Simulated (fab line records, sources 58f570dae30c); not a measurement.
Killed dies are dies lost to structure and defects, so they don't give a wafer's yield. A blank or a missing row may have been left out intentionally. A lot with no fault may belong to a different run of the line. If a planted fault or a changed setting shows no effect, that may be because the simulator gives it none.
A lot that was struck, set against a sound lot + flow berkeley cmos170 + 31 out of 331 route steps
Sound: the wafers L252.3, L252.4, L252.5. The struck wafers were L266.1, L266.3, L266.5. Last of all comes the cause.
For every step that has rows: the tool of each side, followed by ch and its chambers, followed by its first start. Under that, the readings that differ: sound wafers + struck wafers + difference of the means + sigmas: that difference in standard deviations of wafers without a fault.
alike: readings with means less than 2 such deviations apart, plus words and numbers identical on both sides. not compared: withheld readings, readings lacking a value on some wafer, bounds such as >300 that could conceal the same value, and numbers that have no deviation in the record and whose values overlap.
A row with sigmas, a row that says differs or no value, or rows on one side alone: a step with any of these is where the two part. Numbers that don't overlap but have no deviation are shown without sigmas and don't part them. Lack of a reading on every wafer of one side parts them only where that side has two or more wafers.

UCB170_PLDD_TW_MEAS_11:
  sound on film metro-01, day 7 12:08; struck on film metro-02, day 10 09:16
  alike: PLDD_TW
then, 7 steps without rows for these wafers: UCB170_PLDD_CLEAN_12 (cleans in SPM, time 600 s); UCB170_NLDD_HMDS_00 (prime time 60 s); UCB170_NLDD_COAT_01 (resist thk 900 nm); UCB170_NLDD_SOFTBAKE_02 (time 60 s); UCB170_NLDD_EXPOSE_03 (exposes mask NSELECT, target cd 1200 nm); UCB170_NLDD_PEB_04; UCB170_NLDD_DEVELOP_05 (develop time 45 s).
UCB170_NLDD_CD_MEAS_06: target cd 1200 nm.
  sound on cd sem-01, day 7 14:01; struck on cd sem-02, day 10 13:03
  alike: cd nm
UCB170_NLDD_OVL_MEAS_07:
  sound on overlay-02, day 7 14:06; struck on overlay-02, day 10 13:10
  alike: NLDD_OVL
then, 2 steps without rows for these wafers: UCB170_NLDD_IMPLANT_08; UCB170_NLDD_IMPLANT_09.
UCB170_NLDD_STRIP_10: strips in O2.
  sound on plasma asher-02 ch 0,1, day 7 14:28; struck on plasma asher-01 ch 0,1, day 10 13:31
| reading                               | sound             | struck            | difference                    | sigmas |
|---------------------------------------|-------------------|-------------------|-------------------------------|--------|
| oes product au (a.u.)                 | 0.728 0.732 0.730 | 0.980 0.969 0.989 | +0.249                        | +55    |
| strip time to endpoint s (s)          | 21.60 21.60 21.64 | - - -             | no value on the struck wafers |        |
| model.KrF_of_NLDD_COAT_01.thk nm (nm) | 0 0 0             | 299.6 299.4 300.1 | +299.7                        |        |
  alike: chamber pressure mTorr, drypump motor current A
  not compared: rf hours counter h
UCB170_NLDD_TW_MEAS_11:
  sound on film metro-02, day 7 14:32; struck on film metro-03, day 10 13:37
| reading | sound          | struck         | difference | sigmas |
|---------|----------------|----------------|------------|--------|
| NLDD_TW | 2184 2184 2194 | 2237 2239 2243 | +52        | +2     |
then, 1 step without rows for these wafers: UCB170_NLDD_CLEAN_12 (cleans in SPM, time 600 s).
UCB170_SPACER_CVD_00: deposits SiO2 from TEOS/O2, target thk 376 nm, time 47 s.
  sound on pecvd-01 ch 0,1,2, day 7 14:46; struck on pecvd-02 ch 0,2, day 10 13:52
  alike: heater power w, susceptor temp C
UCB170_SPACER_THK_MEAS_01:
  sound on film metro-04, day 7 14:49; struck on film metro-04, day 10 13:54
  alike: SPACER_TEOS_THK
then, 1 step without rows for these wafers: UCB170_SPACER_ANNEAL_02 (time 1800 s).
UCB170_SPACER_ETCHBACK_03: etches SiO2 in CHF3/CF4/Ar, stops on Si, target depth 376 nm, time 100 s.
  sound on rie diel-04 ch 0,2,3, day 7 20:18; struck on rie diel-04 ch 2,3, day 10 18:08
  alike: chamber pressure mTorr, drypump motor current A, oes product au, throttle valve pct
  not compared: rf hours counter h
then, 6 steps without rows for these wafers: UCB170_PSD_HMDS_00 (prime time 60 s); UCB170_PSD_COAT_01 (resist thk 900 nm); UCB170_PSD_SOFTBAKE_02 (time 60 s); UCB170_PSD_EXPOSE_03 (exposes mask PSELECT MOD, target cd 1200 nm); UCB170_PSD_PEB_04; UCB170_PSD_DEVELOP_05 (develop time 45 s).
UCB170_PSD_CD_MEAS_06: target cd 1200 nm.
  sound on cd sem-02, day 7 21:35; struck on cd sem-02, day 10 19:32
  alike: cd nm
UCB170_PSD_OVL_MEAS_07:
  sound on overlay-02, day 7 21:41; struck on overlay-01, day 10 19:39
  alike: PSD_OVL
then, 1 step without rows for these wafers: UCB170_PSD_IMPLANT_08.
UCB170_PSD_STRIP_09: strips in O2.
  sound on plasma asher-02 ch 0,1, day 7 21:53; struck on plasma asher-02 ch 0, day 10 19:50
| reading                      | sound             | struck            | difference | sigmas      |
|------------------------------|-------------------|-------------------|------------|-------------|
| oes product au (a.u.)        | 0.599 0.603 0.604 | 0.632 0.637 0.634 | +0.032     | +7          |
| strip time to endpoint s (s) | 29.38 29.30 29.36 | 38.27 38.25 38.26 | +8.91      | +99 or more |
  alike: chamber pressure mTorr, drypump motor current A
  not compared: rf hours counter h
UCB170_PSD_TW_MEAS_10:
  sound on film metro-01, day 7 21:58; struck on film metro-01, day 10 19:56
| reading | sound          | struck   | difference | sigmas |
|---------|----------------|----------|------------|--------|
| PSD_TW  | 2325 2314 2320 | 30 30 30 | -2290      | -88    |
then, 1 step without rows for these wafers: UCB170_PSD_CLEAN_11 (cleans in SPM, time 600 s).

WHERE THEY PART
First at UCB170_NLDD_STRIP_10; last, within this record, at UCB170_PSD_TW_MEAS_10.

WHY: what the simulator had put in
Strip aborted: plasma asher-01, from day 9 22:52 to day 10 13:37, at UCB170_NLDD_STRIP_10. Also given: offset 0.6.
